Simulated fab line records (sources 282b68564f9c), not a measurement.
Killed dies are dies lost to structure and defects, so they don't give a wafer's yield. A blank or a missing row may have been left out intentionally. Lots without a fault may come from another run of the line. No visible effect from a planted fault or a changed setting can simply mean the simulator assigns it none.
fab line records    flow rit-cmos
record: lots: 6  wafers: 18  last-day: 6
route steps=202 shown FOX2@24 NWELL@28 PWELL@39 WELLDRIVE@50 M1@202
lots untouched by any fault: they come from a run of this same line in which no faults occurred
start-h: hours from the record's first day to the start of the lot's first wafer shown    wait-h: hours elapsed since this lot's preceding step    " identical to the entry in the row above    L1.1+2: a single row standing in for several wafers    - either no value or no given start    * or withheld: withheld    < > ~ a bound
route shown NAME@n: names a module that has steps shown in the file, with the first one's number in the route    usual: mean and standard deviation over wafers with no fault    same: alike in all rows    chamber/n: place in a boat    sites: the reading at each site    _std_site: how widely they spread, as a standard deviation    _edge_site: outer sites' mean less inner sites'    radius-mm: how far each site lies from the wafer's centre    mask NAME#n: copy n    behind: tool/chamber where the wafer was last shaped    hold: cause of the lot's hold/its duration in hours/its outcome    device: which transistor (n, p or np) failed to switch    end of line: the same wafers' tests at the end of the route    a step given without rows: its recipe and nothing more    killed: count of dies lost to structure and defects at first sort (not the wafer's yield)    map: a wafer's dies, x killed, . not, _ none there
set.NAME: the setting as run; set.NAME@STEP: as run at that earlier step    model.NAME: the simulator's own value behind a step, which no gauge read
lots seen at some steps along the route; tables by step, rows by wafer
services: when a tool's chamber went out of use (start-h, in hours from the record's first day, below 0 if earlier), for how many hours, and the reason
== steps ==
step: RIT_FOX2_THK_MEAS_01
recipe: reads: SiO2_of_FOX2_OXIDATION_00
usual: FOX2_OXIDE_THK: 354/6.5
lot.wafer  tool           chamber  start-h  wait-h  FOX2_OXIDE_THK[nm]
L265.2     film-metro-02  -        43.44    0.0     360
L265.5     "              -        "        "       358
L265.6     "              -        "        "       357
L266.4     film-metro-01  -        49.04    0.0     352
L266.5     "              -        "        "       351
L266.6     "              -        "        "       349
L272.1     film-metro-02  -        78.36    0.0     349
L272.3     "              -        "        "       351
L272.6     "              -        "        "       348
L276.3     film-metro-01  -        98.59    0.0     358
L276.5     "              -        "        "       353
L276.6     "              -        "        "       360
L278.2     film-metro-01  -        109.36   0.0     364
L278.5     "              -        "        "       364
L278.6     "              -        "        "       364
L279.3     film-metro-01  -        114.47   0.0     359
L279.5     "              -        "        "       352
L279.6     "              -        "        "       359
step: RIT_FOX2_CLEAN_02
recipe: chemistry: dHF  dilution: 50:1  time-s: 180
step: RIT_FOX2_WET_ETCH_03
recipe: chemistry: H3PO4  target: Si3N4  target-depth-nm: 195  temp-c: 165  time-s: 2700
step: RIT_FOX2_THK_MEAS_90
recipe: reads: SiO2_of_FOX2_OXIDATION_00
usual: FIELD_OXIDE_LEFT_1_THK: 326/6.5
lot.wafer  tool           chamber  start-h  wait-h  FIELD_OXIDE_LEFT_1_THK[nm]
L265.2     film-metro-01  -        44.32    0.0     333
L265.5     "              -        "        "       330
L265.6     "              -        "        "       329
L266.4     film-metro-04  -        49.91    0.0     324
L266.5     "              -        "        "       324
L266.6     "              -        "        "       322
L272.1     film-metro-02  -        79.23    0.0     321
L272.3     "              -        "        "       323
L272.6     "              -        "        "       320
L276.3     film-metro-02  -        99.47    0.0     331
L276.5     "              -        "        "       325
L276.6     "              -        "        "       333
L278.2     film-metro-01  -        110.24   0.0     337
L278.5     "              -        "        "       336
L278.6     "              -        "        "       337
L279.3     film-metro-02  -        115.34   0.0     331
L279.5     "              -        "        "       324
L279.6     "              -        "        "       331
step: RIT_NWELL_HMDS_00
recipe: prime-time-s: 60  prime-temp-c: 140
step: RIT_NWELL_COAT_01
recipe: resist: NOVOLAK  spin-rpm: 2000  resist-thk-nm: 1300
step: RIT_NWELL_SOFTBAKE_02
recipe: resist: NOVOLAK  temp-c: 90  time-s: 60
step: RIT_NWELL_EXPOSE_03
recipe: mask-id: M2  na: 0.57  target-cd-nm: 43900  dose-mj: 250
step: RIT_NWELL_PEB_04
recipe: resist: NOVOLAK  temp-c: withheld  time-s: withheld
step: RIT_NWELL_DEVELOP_05
recipe: resist: NOVOLAK  develop-time-s: 68  dev-temp-c: 23
step: RIT_NWELL_OVL_MEAS_06
usual: NWELL_OVL: -0.6/1.3
lot.wafer  tool        chamber  start-h  wait-h  NWELL_OVL[nm]
L265.2     overlay-02  -        45.26    -       1.3
L265.5     "           -        "        "       -0.6
L265.6     "           -        "        "       -1.4
L266.4     overlay-01  -        50.84    -       -1.0
L266.5     "           -        "        "       -2.5
L266.6     "           -        "        "       -0.4
L272.1     overlay-01  -        80.34    -       -3.7
L272.3     "           -        "        "       -1.4
L272.6     "           -        "        "       -0.7
L276.3     overlay-02  -        100.40   -       0.3
L276.5     "           -        "        "       -2.2
L276.6     "           -        "        "       -0.1
L278.2     overlay-02  -        111.17   -       -0.6
L278.5     "           -        "        "       -1.1
L278.6     "           -        "        "       -0.9
L279.3     overlay-01  -        116.28   -       -1.3
L279.5     "           -        "        "       -0.4
L279.6     "           -        "        "       -0.3
step: RIT_NWELL_HARDBAKE_07
recipe: resist: NOVOLAK  temp-c: 140  time-s: 120
step: RIT_NWELL_IMPLANT_08
recipe: species: P  energy-kev: 168.3  dose-cm2: 5e+13  tilt-deg: 7
same: implant-ion-amu: 31
lot.wafer   tool          chamber  start-h  wait-h
L265.2+5+6  implanter-03  0        45.56    0.2
L266.4+5+6  implanter-04  0        51.18    0.2
L272.1+3+6  implanter-03  0        80.63    0.2
L272.1+3+6  implanter-03  0        80.95    0.3
L276.3+5+6  implanter-02  0        100.72   0.2
L276.3+5+6  implanter-02  0        101.04   0.3
L278.2+5+6  implanter-03  0        111.48   0.2
L279.3+5+6  implanter-04  0        116.60   0.2
step: RIT_NWELL_STRIP_09
recipe: chemistry: O2  time-s: 180  resist: NOVOLAK  platen-temp-c: withheld  power-w: 500  pressure-mtorr: 4000  o2-flow-sccm: 4000
usual: drypump-motor-current-A: 5.6/0.52
lot.wafer  tool             chamber  start-h  wait-h  drypump-motor-current-A  rf-hours-counter-h
L265.2     plasma-asher-02  0        45.69    0.1     6.3                      33
L265.5     "                0        "        "       6.3                      -
L265.6     "                1        "        "       4.9                      -
L266.4     plasma-asher-02  1        51.32    0.1     4.8                      -
L266.5     "                0        "        "       6.3                      -
L266.6     "                1        "        "       4.9                      -
L272.1     plasma-asher-01  1        81.10    0.1     5.6                      45
L272.3     "                1        "        "       5.6                      -
L272.6     "                0        "        "       5.6                      -
L276.3     plasma-asher-01  0        101.20   0.1     5.6                      -
L276.5     "                1        "        "       5.6                      -
L276.6     "                0        "        "       5.6                      -
L278.2     plasma-asher-01  1        111.60   0.1     5.6                      47
L278.5     "                1        "        "       5.7                      -
L278.6     "                0        "        "       5.6                      -
L279.3     plasma-asher-01  0        116.76   0.1     5.6                      -
L279.5     "                1        "        "       5.7                      -
L279.6     "                0        "        "       5.6                      -
step: RIT_NWELL_TW_MEAS_10
usual: NWELL_TW: 2130/10
lot.wafer  tool           chamber  start-h  wait-h  NWELL_TW
L265.2     film-metro-03  -        45.87    0.1     2117
L265.5     "              -        "        "       2125
L265.6     "              -        "        "       2122
L266.4     film-metro-01  -        51.46    0.1     2115
L266.5     "              -        "        "       2127
L266.6     "              -        "        "       2115
L272.1     film-metro-03  -        81.27    0.1     2666
L272.3     "              -        "        "       2669
L272.6     "              -        "        "       2661
L276.3     film-metro-01  -        101.33   0.1     2656
L276.5     "              -        "        "       2634
L276.6     "              -        "        "       2636
L278.2     film-metro-04  -        111.79   0.1     2151
L278.5     "              -        "        "       2147
L278.6     "              -        "        "       2139
L279.3     film-metro-01  -        116.89   0.1     2111
L279.5     "              -        "        "       2123
L279.6     "              -        "        "       2131
step: RIT_PWELL_HMDS_00
recipe: prime-time-s: 60  prime-temp-c: 140
step: RIT_PWELL_COAT_01
recipe: resist: NOVOLAK  spin-rpm: 2000  resist-thk-nm: 1300
step: RIT_PWELL_SOFTBAKE_02
recipe: resist: NOVOLAK  temp-c: 90  time-s: 60
step: RIT_PWELL_EXPOSE_03
recipe: mask-id: M3  na: 0.57  target-cd-nm: 43700  dose-mj: 250
step: RIT_PWELL_PEB_04
recipe: resist: NOVOLAK  temp-c: withheld  time-s: withheld
step: RIT_PWELL_DEVELOP_05
recipe: resist: NOVOLAK  develop-time-s: 68  dev-temp-c: 23
step: RIT_PWELL_OVL_MEAS_06
usual: PWELL_OVL: -1.7/1.7
lot.wafer  tool        chamber  start-h  wait-h  PWELL_OVL[nm]
L265.2     overlay-01  -        47.05    -       -3.0
L265.5     "           -        "        "       -1.0
L265.6     "           -        "        "       -3.5
L266.4     overlay-02  -        52.56    -       -3.5
L266.5     "           -        "        "       -2.6
L266.6     "           -        "        "       -2.3
L272.1     overlay-02  -        82.29    -       -2.7
L272.3     "           -        "        "       -0.3
L272.6     "           -        "        "       -1.6
L276.3     overlay-02  -        102.56   -       -2.0
L276.5     "           -        "        "       -2.1
L276.6     "           -        "        "       -2.5
L278.2     overlay-02  -        112.73   -       -0.7
L278.5     "           -        "        "       0.3
L278.6     "           -        "        "       -1.8
L279.3     overlay-02  -        117.95   -       -2.8
L279.5     "           -        "        "       -2.2
L279.6     "           -        "        "       -4.2
step: RIT_PWELL_HARDBAKE_07
recipe: resist: NOVOLAK  temp-c: 140  time-s: 120
step: RIT_PWELL_IMPLANT_08
recipe: species: B  energy-kev: 172.5  dose-cm2: 7e+13  tilt-deg: 7
step: RIT_PWELL_STRIP_09
recipe: chemistry: O2  time-s: 180  resist: NOVOLAK  platen-temp-c: withheld  power-w: 500  pressure-mtorr: 4000  o2-flow-sccm: 4000
usual: drypump-motor-current-A: 5.5/0.51
lot.wafer  tool             chamber  start-h  wait-h  drypump-motor-current-A  rf-hours-counter-h
L265.2     plasma-asher-03  0        47.48    0.1     5.1                      43
L265.5     "                0        "        "       5.1                      -
L265.6     "                1        "        "       6.1                      -
L266.4     plasma-asher-04  0        53.03    0.1     5.2                      -
L266.5     "                0        "        "       5.2                      -
L266.6     "                1        "        "       5.6                      -
L272.1     plasma-asher-02  0        82.73    0.1     6.3                      37
L272.3     "                1        "        "       4.9                      -
L272.6     "                1        "        "       4.9                      -
L276.3     plasma-asher-03  0        103.05   0.1     5.2                      -
L276.5     "                0        "        "       5.2                      -
L276.6     "                1        "        "       6.1                      -
L278.2     plasma-asher-04  0        113.16   0.1     5.2                      36
L278.5     "                0        "        "       5.2                      -
L278.6     "                1        "        "       5.6                      -
L279.3     plasma-asher-04  1        118.43   0.1     5.6                      -
L279.5     "                0        "        "       5.2                      -
L279.6     "                1        "        "       5.6                      -
step: RIT_PWELL_TW_MEAS_10
usual: PWELL_TW: 947/4.6
lot.wafer  tool           chamber  start-h  wait-h  PWELL_TW
L265.2     film-metro-01  -        47.66    0.1     942
L265.5     "              -        "        "       945
L265.6     "              -        "        "       944
L266.4     film-metro-01  -        53.18    0.1     941
L266.5     "              -        "        "       943
L266.6     "              -        "        "       948
L272.1     film-metro-04  -        82.90    0.1     948
L272.3     "              -        "        "       947
L272.6     "              -        "        "       948
L276.3     film-metro-04  -        103.18   0.1     960
L276.5     "              -        "        "       955
L276.6     "              -        "        "       959
L278.2     film-metro-04  -        113.34   0.1     950
L278.5     "              -        "        "       952
L278.6     "              -        "        "       960
L279.3     film-metro-01  -        118.57   0.1     946
L279.5     "              -        "        "       943
L279.6     "              -        "        "       943
step: RIT_WELLDRIVE_ANNEAL_00
recipe: temp-c: 1100  time-s: 14700  ambient: N2
step: RIT_WELLDRIVE_RS_MEAS_01
recipe: thk-meas-gauge: four-point-probe
usual: NWELL_RS: 275.8/0.85
lot.wafer  tool           chamber  start-h  wait-h  NWELL_RS[ohm/sq]
L265.2     film-metro-04  -        53.58    0.0     275.3
L265.5     "              -        "        "       276.5
L265.6     "              -        "        "       276.0
L266.4     film-metro-01  -        58.35    0.1     277.3
L266.5     "              -        "        "       276.6
L266.6     "              -        "        "       277.1
L272.1     film-metro-01  -        88.05    0.0     183.1
L272.3     "              -        "        "       182.7
L272.6     "              -        "        "       183.3
L276.3     film-metro-04  -        108.35   0.0     182.3
L276.5     "              -        "        "       182.8
L276.6     "              -        "        "       182.9
L278.2     film-metro-04  -        118.49   0.0     274.2
L278.5     "              -        "        "       274.4
L278.6     "              -        "        "       275.0
L279.3     film-metro-01  -        123.73   0.0     277.5
L279.5     "              -        "        "       276.2
L279.6     "              -        "        "       276.6
step: RIT_WELLDRIVE_RS_MEAS_02
recipe: thk-meas-gauge: four-point-probe
usual: PWELL_RS: 429.0/1.3
lot.wafer  tool           chamber  start-h  wait-h  PWELL_RS[ohm/sq]
L265.2     film-metro-04  -        53.70    0.1     428.7
L265.5     "              -        "        "       429.3
L265.6     "              -        "        "       427.1
L266.4     film-metro-01  -        58.47    0.1     429.0
L266.5     "              -        "        "       428.6
L266.6     "              -        "        "       429.5
L272.1     film-metro-01  -        88.17    0.1     428.1
L272.3     "              -        "        "       428.4
L272.6     "              -        "        "       428.3
L276.3     film-metro-04  -        108.63   0.3     426.9
L276.5     "              -        "        "       428.0
L276.6     "              -        "        "       426.9
L278.2     film-metro-04  -        118.61   0.1     429.9
L278.5     "              -        "        "       429.7
L278.6     "              -        "        "       428.6
L279.3     film-metro-01  -        123.85   0.1     429.4
L279.5     "              -        "        "       431.2
L279.6     "              -        "        "       431.8
step: RIT_M1_PROBE_99
usual: killed_at_M0_to_M3: 0.0/0.14  killed-at-contacts: 0.1/0.27  killed-at-front-end: 7.2/2.9  killed-dies: 7.3/2.9  killed-open: 3.6/1.9  killed-short: 3.8/1.9
same: gross-dies: 264  killed_at_M4_up: 0  killed-at-back-side: 0  killed-at-other: 0
lot.wafer  tool       chamber  start-h  wait-h  killed_at_M0_to_M3  killed-at-contacts  killed-at-front-end  killed-dies  killed-open  killed-short
L265.2     prober-02  -        85.43    0.1     0                   0                   7                    7            5            2
L265.5     prober-02  -        85.58    0.2     0                   0                   7                    7            3            4
L265.6     prober-02  -        85.63    0.2     1                   0                   3                    4            1            3
L266.4     prober-01  -        88.38    0.2     0                   0                   10                   10           5            5
L266.5     prober-01  -        88.43    0.2     0                   1                   8                    9            4            5
L266.6     prober-01  -        88.48    0.2     0                   0                   3                    3            0            3
L272.1     prober-01  -        118.37   0.1     0                   0                   5                    5            2            3
L272.3     prober-01  -        118.47   0.2     0                   0                   5                    5            3            2
L272.6     prober-01  -        118.62   0.2     0                   0                   13                   13           9            4
L276.3     prober-01  -        139.53   0.2     0                   0                   10                   10           4            6
L276.5     prober-01  -        139.63   0.2     0                   0                   8                    8            3            5
L276.6     prober-01  -        139.68   0.2     0                   0                   7                    7            2            5
L278.2     prober-01  -        147.27   0.1     0                   0                   2                    2            0            2
L278.5     prober-01  -        147.42   0.2     0                   0                   7                    7            4            3
L278.6     prober-01  -        147.47   0.2     0                   0                   5                    5            1            4
L279.3     prober-02  -        152.56   0.2     0                   0                   8                    8            3            5
L279.5     prober-02  -        152.66   0.2     0                   0                   5                    5            2            3
L279.6     prober-02  -        152.71   0.2     0                   0                   10                   10           6            4
killed by level:class
L265.2 SPACER:geometric-particle:open=4 GATE:geometric-particle:open=1 REOX:geometric-particle:short=1 SILICIDE:geometric-particle:short=1
L265.5 SPACER:geometric-particle:short=2 FOX1:geometric-particle:short=1 FOX1:geometric-particle:open=1 GATE:geometric-particle:open=1 GATE:geometric-particle:short=1 SPACER:geometric-particle:open=1
L265.6 REOX:geometric-particle:open=1 REOX:geometric-particle:short=1 SILICIDE:geometric-particle:short=1 M1:geometric-particle:short=1
L266.4 GATE:geometric-particle:short=2 GATE:geometric-particle:open=2 REOX:geometric-particle:open=2 FOX1:geometric-particle:open=1 FOX1:geometric-particle:short=1 REOX:geometric-particle:short=1 SPACER:geometric-particle:short=1
L266.5 GATE:geometric-particle:short=4 REOX:geometric-particle:open=2 GATE:geometric-particle:open=1 SILICIDE:geometric-particle:open=1 CONTACT:geometric-particle:short=1
L266.6 FOX1:geometric-particle:short=1 FOX2:geometric-particle:short=1 SILICIDE:geometric-particle:short=1
L272.1 GATE:geometric-particle:short=2 FOX1:geometric-particle:short=1 REOX:geometric-particle:open=1 SILICIDE:geometric-particle:open=1
L272.3 GATE:geometric-particle:open=2 GATE:geometric-particle:short=2 REOX:geometric-particle:open=1
L272.6 REOX:geometric-particle:open=4 GATE:geometric-particle:open=3 SPACER:geometric-particle:short=2 FOX1:geometric-particle:short=1 FOX2:geometric-particle:open=1 SPACER:geometric-particle:open=1 SILICIDE:geometric-particle:short=1
L276.3 GATE:geometric-particle:short=3 REOX:geometric-particle:short=3 GATE:geometric-particle:open=2 REOX:geometric-particle:open=2
L276.5 GATE:geometric-particle:short=3 SILICIDE:geometric-particle:short=2 GATE:geometric-particle:open=1 SPACER:geometric-particle:open=1 SILICIDE:geometric-particle:open=1
L276.6 GATE:geometric-particle:short=2 GATE:geometric-particle:open=1 REOX:geometric-particle:short=1 SPACER:geometric-particle:short=1 SILICIDE:geometric-particle:short=1 SILICIDE:geometric-particle:open=1
L278.2 FOX2:geometric-particle:short=1 SILICIDE:geometric-particle:short=1
L278.5 GATE:geometric-particle:open=2 FOX1:geometric-particle:open=1 FOX1:geometric-particle:short=1 GATE:geometric-particle:short=1 REOX:geometric-particle:short=1 SPACER:geometric-particle:open=1
L278.6 FOX1:geometric-particle:short=1 REOX:geometric-particle:open=1 REOX:geometric-particle:short=1 SPACER:geometric-particle:short=1 SILICIDE:geometric-particle:short=1
L279.3 REOX:geometric-particle:short=3 FOX2:geometric-particle:short=2 FOX2:geometric-particle:open=2 SILICIDE:geometric-particle:open=1
L279.5 REOX:geometric-particle:short=3 GATE:geometric-particle:open=1 REOX:geometric-particle:open=1
L279.6 GATE:geometric-particle:open=3 GATE:geometric-particle:short=2 FOX1:geometric-particle:open=1 FOX2:geometric-particle:short=1 FOX2:geometric-particle:open=1 SPACER:geometric-particle:open=1 SPACER:geometric-particle:short=1
== services ==
tool             chamber  start-h  hours  kind
implanter-03     -        26.50    4.9    repair
plasma-asher-01  -        27.66    2.8    pm
plasma-asher-01  -        31.34    1.6    repair
implanter-04     -        70.29    3.6    pm
plasma-asher-01  -        83.32    14.6   pm
implanter-04     -        105.84   5.2    repair
plasma-asher-02  -        108.75   9.0    pm
plasma-asher-02  0        108.75   9.0    vent-cycle
plasma-asher-02  1        108.75   9.0    vent-cycle
plasma-asher-02  -        117.75   2.8    pm
plasma-asher-02  0        117.75   -      clean
plasma-asher-02  1        117.75   -      clean
== key ==
first-sign: step: RIT_NWELL_IMPLANT_08  reading: visit  direction: added
effect: step: RIT_NWELL_TW_MEAS_10  reading: NWELL_TW  direction: up  sigmas: 51  usual: 2130  struck: 2654
effect: step: RIT_WELLDRIVE_RS_MEAS_01  reading: NWELL_RS  direction: down  sigmas: 99+  usual: 275.8  struck: 182.8
met-at RIT_NWELL_IMPLANT_08
struck-wafers L272.1,L272.3,L272.6,L276.3,L276.5,L276.6
tester-left-out L272,L276
fault: kind: repeated-step-whole  tool: implanter-02,implanter-03,implanter-04  chamber: -  onset-h: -  steps: RIT_NWELL_IMPLANT_08  times: 1  scope: struck-lots-only
tester-left-out: of these lots the tester's yield and bins aren't shown, on N5 and GAA mostly nor the transistor test; their killed dies are dies lost to structure and defects alone, not to doping, threshold or leakage, so they don't give the yield
